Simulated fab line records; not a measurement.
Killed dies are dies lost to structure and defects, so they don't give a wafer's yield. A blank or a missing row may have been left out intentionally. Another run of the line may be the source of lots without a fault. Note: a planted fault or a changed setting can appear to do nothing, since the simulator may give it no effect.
Problem report in the 8D (eight disciplines) form, filled by code | flow rit-cmos | the parts of the form that need people (team, actions taken, sign-off) are left out

== 1. WHAT WENT WRONG ==
Mean of killed-at-front-end at RIT_M1_PROBE_99: 264 across 9 wafers in 3 lots; on wafers with no fault it is 7 (standard deviation 3.1). Relative to the usual mean, that is a shift of +83 standard deviations.
First observed at day 5 06:19: wafer L583.1, on prober-02. The record holds 27 wafers of 9 lots with a number at this step. Rule for "out", or "out of limits": more than 4 standard deviations from the usual mean. All remaining wafers that have a number are taken as sound.

== 2. WHAT IT IS, AND WHAT IT ISN'T ==
question                    | is                                              | is not
which readings at this step | killed-at-front-end, killed-dies, killed-on-rim | killed_at_M0_to_M3, killed-open, killed-short
which lots                  | L583, L585, L587                                | L576, L577, L580, L589, L592, L598
which wafers of those lots  | all that have a number                          | -
read on which tools         | prober-02                                       | prober-01
when                        | from day 5 06:19                                | up to then (9 sound wafers); but 9 sound wafers of L589, L592, L598 came after

== 3. THE SUSPECTS, EACH WITH WHAT RULES IT OUT ==
Counting: a tool stays on the suspect list if, at a process step up to the reading, it processed all lots that are out and no sound lot following the first of them.
- iline-stepper-02 at RIT_PLDD_EXPOSE_03 (exposes mask M8, target cd 40900 nm): kept. It ran every lot that is out, first L583 (day 4 16:04), and no sound lot after that.
- prober-02 at RIT_M1_PROBE_99: ruled out as a lasting fault. After its first lot that is out, L583 (day 5 06:19), sound lots L589, L598 ran on it.
After counting, what remains is iline-stepper-02 at RIT_PLDD_EXPOSE_03.

== 4. THE CAUSE (what the simulator had put in) ==
Scanner matching overlay: iline-stepper-02, from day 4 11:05 on, at RIT_PLDD_EXPOSE_03. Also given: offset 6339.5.
The count eliminated every tool but this one.

== 5. THE CHAIN OF EFFECTS, in route order ==
One row per reading whose mean, taken over the struck wafers that have a number, lies over 3 standard deviations from the usual. Readings are gone through only where the record gives a usual standard deviation; hours: the median, over the lots, of the time from a lot's start at the first step in this table giving one to that lot's start at this step; sigmas: the change measured in usual standard deviations.
hours | step            | reading             | usual | on struck wafers | change | sigmas
0     | RIT_M1_PROBE_99 | killed-at-front-end | 7     | 264              | +257   | +83
0     | RIT_M1_PROBE_99 | killed-dies         | 7     | 264              | +257   | +83
0     | RIT_M1_PROBE_99 | killed-on-rim       | 1.8   | 70.0             | +68.2  | +45
The process steps in it:
- RIT_M1_PROBE_99
Readings that are blank on the struck wafers while sound wafers have them: PLDD_OVL at RIT_PLDD_OVL_MEAS_06.

== 6. HOW IT WOULD HAVE BEEN CAUGHT EARLIER ==
In this record no reading fell out of limits until day 5 06:19, 19 hours after the fault had begun at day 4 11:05.
Between RIT_PLDD_EXPOSE_03 and RIT_M1_PROBE_99, RIT_PLDD_OVL_MEAS_06 gave no PLDD_OVL on the struck wafers, where sound wafers have one: a measuring or inspecting step that comes back empty is itself a sign.
Of the lots that are out (3), L587 began RIT_PLDD_EXPOSE_03 on iline-stepper-02 after day 5 06:19. A tool hold placed at that time would have kept it from harm.
